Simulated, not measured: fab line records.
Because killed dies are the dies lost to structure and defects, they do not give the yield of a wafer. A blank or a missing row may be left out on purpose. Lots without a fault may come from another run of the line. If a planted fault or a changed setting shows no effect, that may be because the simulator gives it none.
Split-lot experiment ; flow berkeley cmos170 ; 5 lots, 23 wafers read, on a route of 331 steps

== THE SPLIT ==
At UCB170_M2_SPUTTER_01 (material Al, target thk 900 nm, time 120 s), the setting time s was moved away from the recipe's 120 s on 8 of the 23 wafers read, by -12.8% to +7.3%. For the rest of the wafers, this setting stayed at what the recipe calls for.

== FROM THE SPLIT ON TO THE READING: in between, the file shows 1 step ==
- UCB170_M2_RS_MEAS_02: measures by four-point-probe

== THE READING ==
M2_AL_THK, in nm, at UCB170_M2_THK_MEAS_03 (measures by xrf). A value of 902 nm with a standard deviation of 9.8 nm is what fault-free wafers of this fab line usually give.

wafer;tool, chamber at the split;time s as run, s;against the recipe;M2_AL_THK, nm;against lot-mates on the recipe
L076.1;pvd sputter-03, -;112.1;-6.6%;830;-58
L076.2;pvd sputter-03, -;112.1;-6.6%;841;-47
L076.4;pvd sputter-03, -;120;recipe;890;-
L076.5;pvd sputter-03, -;120;recipe;887;-
L076.6;pvd sputter-03, -;120;recipe;888;-
L077.1;pvd sputter-01, -;120;recipe;897;-
L077.3;pvd sputter-01, -;120;recipe;898;-
L077.5;pvd sputter-01, -;120;recipe;914;-
L078.1;pvd sputter-04, -;128.7;+7.3%;970;+65
L078.2;pvd sputter-04, -;120;recipe;903;-
L078.4;pvd sputter-04, -;128.7;+7.3%;967;+62
L078.5;pvd sputter-04, -;120;recipe;907;-
L078.6;pvd sputter-04, -;128.7;+7.3%;963;+58
L081.1;pvd sputter-03, -;120;recipe;893;-
L081.2;pvd sputter-03, -;120;recipe;888;-
L081.3;pvd sputter-03, -;120;recipe;897;-
L081.5;pvd sputter-03, -;120;recipe;897;-
L081.6;pvd sputter-03, -;120;recipe;887;-
L084.1;pvd sputter-03, -;104.6;-12.8%;794;-107
L084.3;pvd sputter-03, -;104.6;-12.8%;783;-118
L084.4;pvd sputter-03, -;120;recipe;900;-
L084.5;pvd sputter-03, -;120;recipe;902;-
L084.6;pvd sputter-03, -;104.6;-12.8%;776;-125

THE FIT
A straight line over all 23 wafers: M2_AL_THK changes by +9.04 nm for each +1% of time s; r = +0.99; the points scatter about the line by 7.6 nm.
The same after taking each lot's own level away (the mean of its wafers on the recipe; 23 wafers): +8.83 nm for each +1%; r = +0.99; scatter 5.5 nm.
The reading moves by 1.1e+02 nm for the largest change in time s, on that fit.
Measured against the standard deviation above, the lots' own levels, which go from 888.3 to 905.0 nm, span 1.7 times it.
So the lot-to-lot level changes the slope little: the two slopes agree.
Check: for one of the wafers moved furthest among these (-12.8%), held out of the fit, the line's prediction against its lot-mates is -116 nm. It came out at -107 nm against them.

== OTHER SPLITS APPLIED TO THESE WAFERS ==
Before the reading, these wafers also passed through other splits. Each is held against what the fit with the lots' levels taken away leaves over:
other split on the same wafers;wafers away from the commonest value;r with M2_AL_THK (lot level and that fit taken away)
UCB170_PSD_EXPOSE_03 dose mj;8;-0.04
UCB170_PSD_IMPLANT_08 energy kev;7;+0.24
UCB170_BACKSIDE_COAT_01 spin rpm;10;-0.11
UCB170_SILICIDE_SPUTTER_01 time s;9;-0.01
UCB170_M1_METAL_ETCH_12 time s;7;-0.12
UCB170_V1_PEB_10 peb temp c;11;+0.01

== THE WHOLE CHAIN: every reading that the file lists as answering this split, in the file's order ==
step;what it does;reading;change (the file's fit);r (the file's)
UCB170_M2_SPUTTER_01;material Al, target thk 900 nm, time 120 s;Al_of_M2_SPUTTER_01.thk nm (the simulator's own value, which no gauge read);+8.88 nm for each +1% of the setting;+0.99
UCB170_M2_RS_MEAS_02;measures by four-point-probe;M2_AL_RS;-0.000357 for each +1% of the setting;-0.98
UCB170_M2_THK_MEAS_03;measures by xrf;M2_AL_THK;+8.78 for each +1% of the setting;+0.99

== FILE'S OWN FIT ==
M2_AL_THK changes by +8.78 nm for each +1% of time s, r = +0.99.
